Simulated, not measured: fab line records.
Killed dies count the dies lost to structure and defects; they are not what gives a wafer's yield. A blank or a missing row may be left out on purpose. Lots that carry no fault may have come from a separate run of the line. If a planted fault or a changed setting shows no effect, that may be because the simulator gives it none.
fab line records	flow rit-cmos
[record] lots = 5	wafers = 15	last-day = 8
route steps=202 shown PRETRO@72 GATE@75 FOX2@80 REOX@98 NLDD@103 SDANNEAL@155 M1@202
lots that met no fault: taken from a fault-free run of the same line
start-h: start of the lot's first displayed wafer, in hours after the record's first day	wait-h: time in hours since the lot's previous step	" the same as in the row above	L1.1+2: several wafers, shown together as one row	- no value present, or no start provided	* or withheld: withheld	< > ~ a bound
route shown NAME@n: NAME is a module with steps in the file, n the number in the route of the first one	usual: mean/standard deviation taken from wafers without a fault	same: alike in all rows	chamber/n: place in a boat	sites: each site's reading	_std_site: standard deviation across them	_edge_site: outer sites' mean less inner sites'	radius-mm: for every site, how far away it sits from the centre of the wafer	mask NAME#n: copy n	behind: the last tool/chamber to shape the wafer	hold: why the lot was held/for how many hours/how that ended	device: the n, p or np transistor that did not switch	end of line: tests of these same wafers at the route's end	a step without rows: its recipe alone	killed: dies that structure and defects cost at the first sort, which is not the same as the wafer's yield	map: a wafer's dies, marking killed ones x, the rest . and places with no die _
set.NAME: setting as actually run; set.NAME@STEP: the setting as run at that earlier step	model.NAME: the simulator's own value behind a step, which no gauge read
a table for each step, a row for each wafer; lots at some steps of the route
services: from which hour (start-h, from the record's first day; less than 0 if before it) a tool's chamber was out of use, for how many hours, and why
[[steps]]
[step RIT_PRETRO_IMPLANT_08]
[recipe] species = B	energy-kev = 45	dose-cm2 = 1.19e+13	tilt-deg = 7
[step RIT_PRETRO_STRIP_09]
[recipe] chemistry = O2	time-s = 180	resist = NOVOLAK	platen-temp-c = withheld	power-w = 500	pressure-mtorr = 4000	o2-flow-sccm = 4000
[usual] drypump-motor-current-A = 5.74/0.29
lot.wafer	tool	chamber	start-h	wait-h	drypump-motor-current-A	rf-hours-counter-h
L208.3	plasma-asher-02	0	42.47	0.1	6.28	-
L208.4	"	1	"	"	5.61	-
L208.6	"	0	"	"	6.22	-
L215.2	plasma-asher-03	0	77.57	0.1	5.24	45
L215.3	"	0	"	"	5.27	-
L215.4	"	1	"	"	5.61	-
L223.2	plasma-asher-04	0	118.09	0.1	6.01	47
L223.3	"	0	"	"	6.01	-
L223.4	"	1	"	"	5.75	-
L228.2	plasma-asher-04	1	144.95	0.1	5.71	50
L228.3	"	1	"	"	5.71	-
L228.4	"	0	"	"	6.01	-
L229.2	plasma-asher-02	0	151.00	0.1	6.26	37
L229.3	"	0	"	"	6.26	-
L229.5	"	0	"	"	6.23	-
[step RIT_PRETRO_TW_MEAS_10]
[usual] PRETRO_TW = 475/4.8
lot.wafer	tool	chamber	start-h	wait-h	PRETRO_TW
L208.3	film-metro-02	-	42.60	0.1	479
L208.4	"	-	"	"	479
L208.6	"	-	"	"	477
L215.2	film-metro-01	-	77.76	0.1	476
L215.3	"	-	"	"	472
L215.4	"	-	"	"	475
L223.2	film-metro-03	-	118.28	0.1	468
L223.3	"	-	"	"	470
L223.4	"	-	"	"	470
L228.2	film-metro-02	-	145.13	0.1	483
L228.3	"	-	"	"	481
L228.4	"	-	"	"	480
L229.2	film-metro-02	-	151.19	0.1	483
L229.3	"	-	"	"	484
L229.5	"	-	"	"	483
[step RIT_GATE_WET_ETCH_00]
[recipe] chemistry = BOE	target = SiO2	target-depth-nm = 56	time-s = 60	dry = n2-spin	dilution = 10:1	temp-c = 21.5
[step RIT_GATE_CLEAN_01]
[recipe] chemistry = SC1	mix = 3:3:50	time-s = 600	temp-c = 75
[step RIT_GATE_CLEAN_02]
[recipe] chemistry = dHF	dilution = 50:1	time-s = 30
[step RIT_GATE_CLEAN_03]
[recipe] chemistry = SC2	mix = 3:3:50	time-s = 600	temp-c = 75	dry = n2-spin
[step RIT_GATE_CLEAN_04]
[recipe] chemistry = dHF	dilution = 50:1	time-s = 60	dry = n2-spin
[step RIT_FOX2_THK_MEAS_91]
[recipe] reads = SiO2_of_FOX2_OXIDATION_00
[usual] FIELD_OXIDE_LEFT_2_THK = 263/8.2
lot.wafer	tool	chamber	start-h	wait-h	FIELD_OXIDE_LEFT_2_THK[nm]
L208.3	film-metro-03	-	43.10	0.0	275
L208.4	"	-	"	"	279
L208.6	"	-	"	"	274
L215.2	film-metro-04	-	78.23	0.0	279
L215.3	"	-	"	"	280
L215.4	"	-	"	"	275
L223.2	film-metro-03	-	118.83	0.0	275
L223.3	"	-	"	"	264
L223.4	"	-	"	"	265
L228.2	film-metro-03	-	145.65	0.0	278
L228.3	"	-	"	"	277
L228.4	"	-	"	"	275
L229.2	film-metro-04	-	151.70	0.0	268
L229.3	"	-	"	"	269
L229.5	"	-	"	"	264
[step RIT_GATE_OXIDATION_05]
[recipe] temp-c = 900	ambient = O2	target-thk-a = 30	ox-time-s = 270
[step RIT_GATE_ANNEAL_06]
[recipe] temp-c = 900	time-s = 600	ambient = N2O
[step RIT_GATE_THK_MEAS_07]
[recipe] reads = SiO2_of_GATE_OXIDATION_05
[usual] GATE_OXIDE_THK = 3.02/0.06
lot.wafer	tool	chamber	start-h	wait-h	GATE_OXIDE_THK[nm]
L208.3	film-metro-03	-	45.03	0.0	3.05
L208.4	"	-	"	"	3.06
L208.6	"	-	"	"	2.89
L215.2	film-metro-02	-	81.74	0.0	3.11
L215.3	"	-	"	"	3.02
L215.4	"	-	"	"	3.08
L223.2	film-metro-02	-	120.51	0.0	2.98
L223.3	"	-	"	"	2.93
L223.4	"	-	"	"	2.94
L228.2	film-metro-04	-	152.02	0.0	3.05
L228.3	"	-	"	"	3.11
L228.4	"	-	"	"	3.03
L229.2	film-metro-03	-	160.46	0.0	2.92
L229.3	"	-	"	"	2.88
L229.5	"	-	"	"	2.92
[step RIT_GATE_CVD_08]
[recipe] material = poly-Si	target-thk-nm = 250	temp-c = 610	precursor = SiH4	time-s = 2220	pressure-mtorr = 300	sih4-flow-sccm = 100
[usual] zone-power-source-pct = 11.95/0.29
lot.wafer	tool	chamber	start-h	wait-h	zone-power-source-pct	model.poly-Si_of_GATE_CVD_08.thk-nm
L208.3	lpcvd-02	1	45.07	0.0	11.68	252.9
L208.4	"	1	"	"	11.82	252.2
L208.6	"	1	"	"	11.97	250.7
L215.2	lpcvd-02	1	81.79	0.0	11.92	249.6
L215.3	"	1	"	"	11.67	249.6
L215.4	"	1	"	"	11.85	248.5
L223.2	lpcvd-02	1	120.56	0.0	12.05	193.7
L223.3	"	1	"	"	11.81	194.5
L223.4	"	1	"	"	11.96	194.6
L228.2	lpcvd-01	1	152.07	0.0	11.98	247.7
L228.3	"	1	"	"	12.15	249.6
L228.4	"	1	"	"	12.27	246.4
L229.2	lpcvd-01	1	160.51	0.0	12.25	250.7
L229.3	"	1	"	"	11.96	252
L229.5	"	1	"	"	12.02	249.3
[step RIT_GATE_THK_MEAS_09]
[recipe] reads = poly-Si_of_GATE_CVD_08
[usual] GATE_POLY_THK = 250.3/2.4
lot.wafer	tool	chamber	start-h	wait-h	GATE_POLY_THK[nm]
L208.3	film-metro-04	-	46.70	0.0	253.0
L208.4	"	-	"	"	252.1
L208.6	"	-	"	"	250.8
L215.2	film-metro-03	-	84.22	0.0	249.5
L215.3	"	-	"	"	249.6
L215.4	"	-	"	"	248.4
L223.2	film-metro-03	-	122.19	0.0	193.8
L223.3	"	-	"	"	194.4
L223.4	"	-	"	"	194.7
L228.2	film-metro-03	-	153.70	0.0	247.7
L228.3	"	-	"	"	249.4
L228.4	"	-	"	"	246.5
L229.2	film-metro-03	-	162.94	0.0	250.7
L229.3	"	-	"	"	252.0
L229.5	"	-	"	"	249.5
[step RIT_GATE_HMDS_10]
[recipe] prime-time-s = 60	prime-temp-c = 140
[step RIT_GATE_COAT_11]
[recipe] resist = NOVOLAK	spin-rpm = 4250	resist-thk-nm = 850
[step RIT_GATE_SOFTBAKE_12]
[recipe] resist = NOVOLAK	temp-c = 90	time-s = 60
[step RIT_GATE_EXPOSE_13]
[recipe] mask-id = M6	na = 0.6	source-shape = conventional	sigma-outer = 0.6	target-cd-nm = 150	dose-mj = 380
[step RIT_GATE_PEB_14]
[recipe] resist = NOVOLAK	temp-c = withheld	time-s = withheld
[step RIT_GATE_DEVELOP_15]
[recipe] resist = NOVOLAK	develop-time-s = 52.32	dev-temp-c = 23
[step RIT_GATE_CD_MEAS_16]
[recipe] target-cd-nm = 150
[usual] cd-nm = 151.6/2.4
lot.wafer	tool	chamber	start-h	wait-h	cd-nm
L208.3	cd-sem-02	-	47.78	-	149.8
L208.4	"	-	"	"	148.7
L208.6	"	-	"	"	148.3
L215.2	cd-sem-01	-	85.27	-	149.6
L215.3	"	-	"	"	151.0
L215.4	"	-	"	"	150.9
L223.2	cd-sem-02	-	123.28	-	155.6
L223.3	"	-	"	"	153.3
L223.4	"	-	"	"	154.8
L228.2	cd-sem-02	-	154.74	-	152.8
L228.3	"	-	"	"	152.6
L228.4	"	-	"	"	153.0
L229.2	cd-sem-01	-	163.99	-	150.7
L229.3	"	-	"	"	154.3
L229.5	"	-	"	"	150.9
[step RIT_GATE_OVL_MEAS_17]
[usual] GATE_OVL = 0.2/1.3
lot.wafer	tool	chamber	start-h	wait-h	GATE_OVL[nm]
L208.3	overlay-01	-	47.87	0.1	0.0
L208.4	"	-	"	"	1.0
L208.6	"	-	"	"	-0.4
L215.2	overlay-01	-	85.38	0.1	0.7
L215.3	"	-	"	"	-0.8
L215.4	"	-	"	"	0.0
L223.2	overlay-01	-	123.39	0.1	-0.6
L223.3	"	-	"	"	-1.3
L223.4	"	-	"	"	-0.5
L228.2	overlay-02	-	154.85	0.1	-0.5
L228.3	"	-	"	"	0.6
L228.4	"	-	"	"	0.4
L229.2	overlay-02	-	164.09	0.1	1.5
L229.3	"	-	"	"	1.8
L229.5	"	-	"	"	0.4
[step RIT_GATE_HARDBAKE_18]
[recipe] resist = NOVOLAK	temp-c = 140	time-s = 60
[step RIT_GATE_ETCH_19]
[recipe] chemistry = SF6/CHF3/O2	time-s = 165	SF6_flow_sccm = 30	CHF3_flow_sccm = 30	O2_flow_sccm = 5	target = poly-Si	pressure-mtorr = 40	rf-w = 160	target-depth-a = 3125	over-etch-frac = 0.25	stop-on = SiO2
[usual] drypump-motor-current-A = 5.7/0.51	oes-product-au = 0.842/0.013	throttle-valve-pct = 10.20/0.12
lot.wafer	tool	chamber	start-h	wait-h	drypump-motor-current-A	oes-product-au	rf-hours-counter-h	throttle-valve-pct	model.GATE.feature-depth-nm	model.etch.depth-nm
L208.3	rie-si-02	2	48.05	0.1	5.5	0.851	3	10.04	252.9	252.9
L208.4	"	0	"	"	4.9	0.831	3	10.05	252.2	252.2
L208.6	"	2	"	"	5.5	0.836	-	10.06	250.7	250.7
L215.2	rie-si-01	2	85.56	0.1	6.0	0.823	0	10.27	249.6	249.6
L215.3	"	0	"	"	5.8	0.854	145	10.34	249.6	249.6
L215.4	"	3	"	"	6.4	0.834	2	10.30	248.5	248.5
L223.2	rie-si-01	0	123.69	0.1	5.8	0.719	146	10.34	193.7	193.7
L223.3	"	1	"	"	5.1	0.716	2	10.19	194.5	194.5
L223.4	"	2	"	"	6.0	0.704	-	10.29	194.6	194.6
L228.2	rie-si-02	1	155.03	0.1	6.4	0.842	0	10.37	247.7	247.7
L228.3	"	3	"	"	5.5	0.831	117	10.13	249.6	249.6
L228.4	"	2	"	"	5.5	0.838	4	10.07	246.4	246.4
L229.2	rie-si-01	3	164.27	0.1	6.4	0.842	2	10.31	250.7	250.7
L229.3	"	2	"	"	5.9	0.833	1	10.30	252	252
L229.5	"	3	"	"	6.4	0.833	-	10.28	249.3	249.3
[step RIT_GATE_STRIP_20]
[recipe] chemistry = O2	time-s = 180	resist = NOVOLAK	platen-temp-c = withheld	power-w = 500	pressure-mtorr = 4000	o2-flow-sccm = 4000
[usual] drypump-motor-current-A = 5.7/0.52
lot.wafer	tool	chamber	start-h	wait-h	drypump-motor-current-A	rf-hours-counter-h
L208.3	plasma-asher-03	0	48.22	0.1	5.2	-
L208.4	"	1	"	"	5.6	-
L208.6	"	0	"	"	5.3	-
L215.2	plasma-asher-02	1	85.67	0.1	5.7	31
L215.3	"	1	"	"	5.7	-
L215.4	"	0	"	"	6.3	-
L223.2	plasma-asher-03	1	123.80	0.1	5.6	50
L223.3	"	0	"	"	5.3	-
L223.4	"	1	"	"	5.6	-
L228.2	plasma-asher-03	1	155.14	0.1	5.6	53
L228.3	"	1	"	"	5.6	-
L228.4	"	0	"	"	5.3	-
L229.2	plasma-asher-01	1	164.38	0.1	5.0	3
L229.3	"	1	"	"	5.0	-
L229.5	"	0	"	"	6.6	-
[step RIT_GATE_CD_MEAS_90]
[recipe] target-cd-nm = 150
[usual] cd-nm = 151.6/2.4
lot.wafer	tool	chamber	start-h	wait-h	cd-nm
L208.3	cd-sem-01	-	48.37	0.1	149.6
L208.4	"	-	"	"	148.7
L208.6	"	-	"	"	148.2
L215.2	cd-sem-02	-	85.86	0.1	149.3
L215.3	"	-	"	"	150.9
L215.4	"	-	"	"	151.2
L223.2	cd-sem-02	-	123.99	0.1	156.0
L223.3	"	-	"	"	153.4
L223.4	"	-	"	"	155.1
L228.2	cd-sem-01	-	155.33	0.1	153.0
L228.3	"	-	"	"	152.8
L228.4	"	-	"	"	153.4
L229.2	cd-sem-02	-	164.58	0.1	151.0
L229.3	"	-	"	"	154.1
L229.5	"	-	"	"	150.6
[step RIT_REOX_CLEAN_00]
[recipe] chemistry = SC1	mix = 3:3:50	time-s = 600	temp-c = 73.99
[step RIT_REOX_CLEAN_01]
[recipe] chemistry = dHF	dilution = 50:1	time-s = 30
[step RIT_REOX_CLEAN_02]
[recipe] chemistry = SC2	mix = 3:3:50	time-s = 600	temp-c = 75	dry = n2-spin
[step RIT_REOX_OXIDATION_03]
[recipe] temp-c = 900	ambient = O2	target-thk-a = 252	ox-time-s = 5580
[step RIT_REOX_THK_MEAS_04]
[recipe] reads = SiO2_of_REOX_OXIDATION_03
[usual] REOX_OXIDE_THK = 25.4/0.52
lot.wafer	tool	chamber	start-h	wait-h	REOX_OXIDE_THK[nm]
L208.3	film-metro-04	-	52.24	0.0	25.7
L208.4	"	-	"	"	25.9
L208.6	"	-	"	"	25.7
L215.2	film-metro-03	-	89.61	0.0	26.3
L215.3	"	-	"	"	26.2
L215.4	"	-	"	"	26.1
L223.2	film-metro-01	-	127.05	0.0	25.0
L223.3	"	-	"	"	24.9
L223.4	"	-	"	"	25.1
L228.2	film-metro-01	-	160.21	0.0	24.9
L228.3	"	-	"	"	25.1
L228.4	"	-	"	"	25.2
L229.2	film-metro-03	-	172.03	0.0	25.3
L229.3	"	-	"	"	25.1
L229.5	"	-	"	"	25.1
[step RIT_NLDD_HMDS_00]
[recipe] prime-time-s = 60	prime-temp-c = 140
[step RIT_NLDD_COAT_01]
[recipe] resist = NOVOLAK	spin-rpm = 3250	resist-thk-nm = 1000
[step RIT_NLDD_SOFTBAKE_02]
[recipe] resist = NOVOLAK	temp-c = 90	time-s = 60
[step RIT_NLDD_EXPOSE_03]
[recipe] mask-id = M7	na = 0.57	target-cd-nm = 40700	dose-mj = 250
[step RIT_NLDD_PEB_04]
[recipe] resist = NOVOLAK	temp-c = withheld	time-s = withheld
[step RIT_NLDD_DEVELOP_05]
[recipe] resist = NOVOLAK	develop-time-s = 50	dev-temp-c = 23
[step RIT_NLDD_OVL_MEAS_06]
[usual] NLDD_OVL = 0.4/1.4
lot.wafer	tool	chamber	start-h	wait-h	NLDD_OVL[nm]
L208.3	overlay-01	-	53.34	-	0.2
L208.4	"	-	"	"	-1.3
L208.6	"	-	"	"	1.5
L215.2	overlay-02	-	90.52	-	1.7
L215.3	"	-	"	"	0.7
L215.4	"	-	"	"	1.0
L223.2	overlay-01	-	127.96	-	3.2
L223.3	"	-	"	"	1.0
L223.4	"	-	"	"	1.4
L228.2	overlay-01	-	161.11	-	-1.9
L228.3	"	-	"	"	0.8
L228.4	"	-	"	"	0.6
L229.2	overlay-02	-	173.06	-	1.5
L229.3	"	-	"	"	0.6
L229.5	"	-	"	"	-1.1
[step RIT_NLDD_HARDBAKE_07]
[recipe] resist = NOVOLAK	temp-c = 140	time-s = 60
[step RIT_NLDD_IMPLANT_08]
[recipe] species = P	energy-kev = 20	dose-cm2 = 5e+14	tilt-deg = 7
[step RIT_NLDD_STRIP_09]
[recipe] chemistry = O2	time-s = 180	resist = NOVOLAK	platen-temp-c = withheld	power-w = 500	pressure-mtorr = 4000	o2-flow-sccm = 4000
[usual] drypump-motor-current-A = 5.9/0.42
lot.wafer	tool	chamber	start-h	wait-h	drypump-motor-current-A	rf-hours-counter-h
L208.3	plasma-asher-02	0	53.72	0.1	6.2	-
L208.4	"	1	"	"	5.7	-
L208.6	"	1	"	"	5.7	-
L215.2	plasma-asher-04	0	90.85	0.1	6.0	44
L215.3	"	0	"	"	6.1	-
L215.4	"	1	"	"	5.7	-
L223.2	plasma-asher-01	0	128.29	0.1	6.6	1
L223.3	"	0	"	"	6.6	-
L223.4	"	1	"	"	5.0	-
L228.2	plasma-asher-01	1	161.44	0.1	5.0	3
L228.3	"	1	"	"	5.0	-
L228.4	"	0	"	"	6.6	-
L229.2	plasma-asher-04	1	173.39	0.1	5.7	52
L229.3	"	0	"	"	6.0	-
L229.5	"	0	"	"	6.0	-
[step RIT_NLDD_TW_MEAS_10]
[usual] NLDD_TW = 2495/20
lot.wafer	tool	chamber	start-h	wait-h	NLDD_TW
L208.3	film-metro-01	-	53.86	0.1	2470
L208.4	"	-	"	"	2476
L208.6	"	-	"	"	2465
L215.2	film-metro-04	-	91.03	0.1	2497
L215.3	"	-	"	"	2497
L215.4	"	-	"	"	2491
L223.2	film-metro-04	-	128.47	0.1	2479
L223.3	"	-	"	"	2497
L223.4	"	-	"	"	2504
L228.2	film-metro-02	-	161.63	0.1	2526
L228.3	"	-	"	"	2538
L228.4	"	-	"	"	2511
L229.2	film-metro-02	-	173.58	0.1	2524
L229.3	"	-	"	"	2519
L229.5	"	-	"	"	2519
[step RIT_SDANNEAL_CLEAN_02]
[recipe] chemistry = SC2	mix = 3:3:50	time-s = 600	temp-c = 75	dry = n2-spin
lot.wafer	tool	chamber	start-h	wait-h	model.poly-Si_of_GATE_CVD_08.thk-nm
L208.3	wet-bench-04	0	60.88	0.0	166
L208.4+6	"	0	"	"	164.3
L215.2+3	wet-bench-03	1	99.63	0.0	163.5
L215.4	"	1	"	"	162.2
L223.2	wet-bench-03	3	136.02	0.0	105.5
L223.3	"	3	"	"	109.2
L223.4	"	3	"	"	107.7
L228.2	wet-bench-03	1	169.00	0.0	161.7
L228.3	"	1	"	"	162.8
L228.4	"	1	"	"	157.9
L229.2	wet-bench-03	2	180.97	0.0	162.8
L229.3	"	2	"	"	166.3
L229.5	"	2	"	"	162.9
[step RIT_M1_PROBE_99]
[usual] killed-at-contacts = 0.1/0.24	killed-at-front-end = 6.7/2.9	killed-dies = 6.8/2.9	killed-open = 3.5/2	killed-short = 3.2/1.9
[same] gross-dies = 264	killed_at_M0_to_M3 = 0	killed_at_M4_up = 0	killed-at-back-side = 0	killed-at-other = 0
lot.wafer	tool	chamber	start-h	wait-h	killed-at-contacts	killed-at-front-end	killed-dies	killed-open	killed-short	model.etest.pmos-turned.r-on-ohm-um	model.etest.nmos_0p3.r-on-ohm-um	model.etest.nmos-turned.drive-ua-um	model.etest.nmos_0p15.r-on-ohm-um	model.etest.pmos-turned.drive-ua-um	model.etest.nmos_0p15.drive-ua-um	model.etest.pmos_0p15.drive-ua-um	model.etest.nmos-narrow.drive-ua-um
L208.3	prober-01	-	68.76	0.2	0	5	5	2	3	3411	2122	324.3	1111	190.9	475.2	257.2	220.3
L208.4	prober-01	-	68.81	0.2	0	10	10	1	8	3469	2157	321	1121	187.1	473.2	254.4	217.8
L208.6	prober-01	-	68.91	0.2	0	4	4	2	2	3308	2080	337.5	1069	197.4	493	269.9	229
L215.2	prober-02	-	107.15	0.1	0	7	7	3	4	3583	2209	292.3	1152	176.1	451.7	247.2	215.8
L215.3	prober-02	-	107.20	0.2	0	7	7	2	5	3624	2210	292.8	1160	176.2	447.9	245	215.9
L215.4	prober-02	-	107.25	0.2	1	7	8	5	3	3629	2246	294.9	1172	175.2	444.3	242.3	215.1
L223.2	prober-02	-	143.72	0.1	0	8	8	4	4	2882	2068	420.9	1136	250.8	493.7	290.1	245.4
L223.3	prober-02	-	143.77	0.2	0	3	3	2	1	2822	2030	420.7	1060	247.2	501.2	289.1	244.4
L223.4	prober-02	-	143.82	0.2	0	9	9	4	5	3058	2070	396.3	1125	227.6	477.3	266.7	241.1
L228.2	prober-01	-	176.64	0.1	0	9	9	4	4	3346	2159	330.6	1120	197.4	457.6	254	216.7
L228.3	prober-01	-	176.69	0.2	0	11	11	6	5	3427	2181	322.8	1136	193.7	459.4	252.9	216.2
L228.4	prober-01	-	176.74	0.2	0	11	11	2	7	3418	2205	327.1	1188	193.9	452.4	251.3	222.1
L229.2	prober-02	-	188.74	0.1	0	4	4	3	1	3375	2142	320	1160	194.7	472.9	263.4	238
L229.3	prober-02	-	188.79	0.2	0	7	7	4	3	3404	2124	313.8	1139	193.5	459.5	257.1	231.9
L229.5	prober-02	-	188.89	0.2	0	6	6	5	1	3339	2123	323.2	1133	198.1	475.5	264.8	237.2
// killed by level:class
L208.3 GATE:geometric-particle:short=3 GATE:geometric-particle:open=1 REOX:geometric-particle:open=1
L208.4 GATE:geometric-particle:short=6 ACTIVE:geometric-particle:short=1 REOX:geometric-particle:open=1 REOX:geometric-particle:short=1 PWELL:coat-microbubble-printed=1
L208.6 GATE:geometric-particle:short=1 GATE:geometric-particle:open=1 SPACER:geometric-particle:short=1 SPACER:geometric-particle:open=1
L215.2 SPACER:geometric-particle:short=2 FOX1:geometric-particle:open=1 FOX1:geometric-particle:short=1 GATE:geometric-particle:short=1 REOX:geometric-particle:open=1 SPACER:geometric-particle:open=1
L215.3 FOX1:geometric-particle:short=3 REOX:geometric-particle:open=1 REOX:geometric-particle:short=1 SPACER:geometric-particle:short=1 SPACER:geometric-particle:open=1
L215.4 FOX1:geometric-particle:open=2 GATE:geometric-particle:short=1 GATE:geometric-particle:open=1 SPACER:geometric-particle:short=1 SPACER:geometric-particle:open=1 SILICIDE:geometric-particle:open=1 CONTACT:geometric-particle:short=1
L223.2 GATE:geometric-particle:open=2 FOX2:geometric-particle:short=1 FOX2:geometric-particle:open=1 GATE:geometric-particle:short=1 REOX:geometric-particle:short=1 SPACER:geometric-particle:short=1 SPACER:geometric-particle:open=1
L223.3 FOX1:geometric-particle:open=1 GATE:geometric-particle:open=1 GATE:geometric-particle:short=1
L223.4 FOX1:geometric-particle:short=2 SILICIDE:geometric-particle:short=2 FOX1:geometric-particle:open=1 GATE:geometric-particle:open=1 GATE:geometric-particle:short=1 REOX:geometric-particle:open=1 SPACER:geometric-particle:open=1
L228.2 GATE:geometric-particle:open=2 FOX1:geometric-particle:open=1 FOX1:geometric-particle:short=1 FOX2:geometric-particle:open=1 GATE:geometric-particle:short=1 REOX:geometric-particle:short=1 SPACER:geometric-particle:short=1 PLDD:coat-microbubble-printed=1
L228.3 SILICIDE:geometric-particle:open=3 SILICIDE:geometric-particle:short=3 GATE:geometric-particle:short=2 GATE:geometric-particle:open=2 FOX1:geometric-particle:open=1
L228.4 FOX1:geometric-particle:short=2 REOX:geometric-particle:short=2 ACTIVE:coat-microbubble-printed=2 GATE:geometric-particle:short=1 GATE:geometric-particle:open=1 SPACER:geometric-particle:short=1 SILICIDE:geometric-particle:short=1 SILICIDE:geometric-particle:open=1
L229.2 SPACER:geometric-particle:open=2 FOX1:geometric-particle:open=1 REOX:geometric-particle:short=1
L229.3 SILICIDE:geometric-particle:open=2 FOX1:geometric-particle:open=1 FOX1:geometric-particle:short=1 FOX2:geometric-particle:short=1 GATE:geometric-particle:short=1 GATE:geometric-particle:open=1
L229.5 GATE:geometric-particle:open=3 FOX1:geometric-particle:open=1 FOX2:geometric-particle:open=1 SILICIDE:geometric-particle:short=1
[[services]]
tool	chamber	start-h	hours	kind
lpcvd-01	-	20.51	4.3	pm
lpcvd-01	-	31.06	0.7	repair
plasma-asher-02	-	32.06	0.5	repair
rie-si-01	2	47.85	-	clean
rie-si-01	2	47.85	17.0	scheduled-down
rie-si-01	2	47.85	17.0	vent-cycle
plasma-asher-01	-	65.01	13.4	repair
rie-si-01	2	90.19	10.8	repair
rie-si-01	1	96.68	3.8	repair
lpcvd-01	-	98.14	2.8	pm
wet-bench-04	-	104.65	1.1	repair
plasma-asher-01	-	108.75	9.0	pm
plasma-asher-01	0	108.75	9.0	vent-cycle
plasma-asher-01	1	108.75	9.0	vent-cycle
rie-si-01	3	115.30	21.3	repair
plasma-asher-01	0	117.75	-	clean
plasma-asher-01	1	117.75	-	clean
plasma-asher-01	-	119.94	4.3	repair
rie-si-02	1	124.54	3.5	repair
rie-si-02	3	135.87	5.7	repair
rie-si-01	0	136.63	-	clean
lpcvd-02	-	153.23	0.4	repair
rie-si-02	-	162.96	4.0	pm
wet-bench-03	-	163.57	3.1	repair
[[key]]
[first-sign] step = RIT_GATE_THK_MEAS_09	reading = GATE_POLY_THK	direction = down	sigmas = 23	usual = 250.3	struck = 194.3
[effect] step = RIT_GATE_ETCH_19	reading = oes-product-au	direction = down	sigmas = 10	usual = 0.842	struck = 0.713
[model-effect] step = RIT_GATE_CVD_08	value = poly-Si_of_GATE_CVD_08.thk-nm	without = 250.1	struck = 194.3
[model-effect] step = RIT_GATE_ETCH_19	value = GATE.feature-depth-nm	without = 250.1	struck = 194.3
[model-effect] step = RIT_SDANNEAL_CLEAN_02	value = poly-Si_of_GATE_CVD_08.thk-nm	without = 163.2	struck = 107.4
[model-effect] step = RIT_M1_PROBE_99	value = etest.pmos-turned.r-on-ohm-um	without = 3329	struck = 2921
met-at RIT_GATE_CVD_08
struck-wafers L223.2,L223.3,L223.4
tester-left-out L223
onset-between 81.79 120.56
[fault] kind = process-parameter-drift	tool = lpcvd-02	chamber = 1	onset-h = 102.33	steps = RIT_GATE_CVD_08	channel = target-thk-nm	offset = -55.797	shape = step	end-h = 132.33	acts-in = these-recipes-only	stated = 250
// tester-left-out: of these lots the tester's yield and bins aren't shown, on N5 and GAA mostly nor the transistor test; their killed dies are dies lost to structure and defects alone, not to doping, threshold or leakage, so they don't give the yield
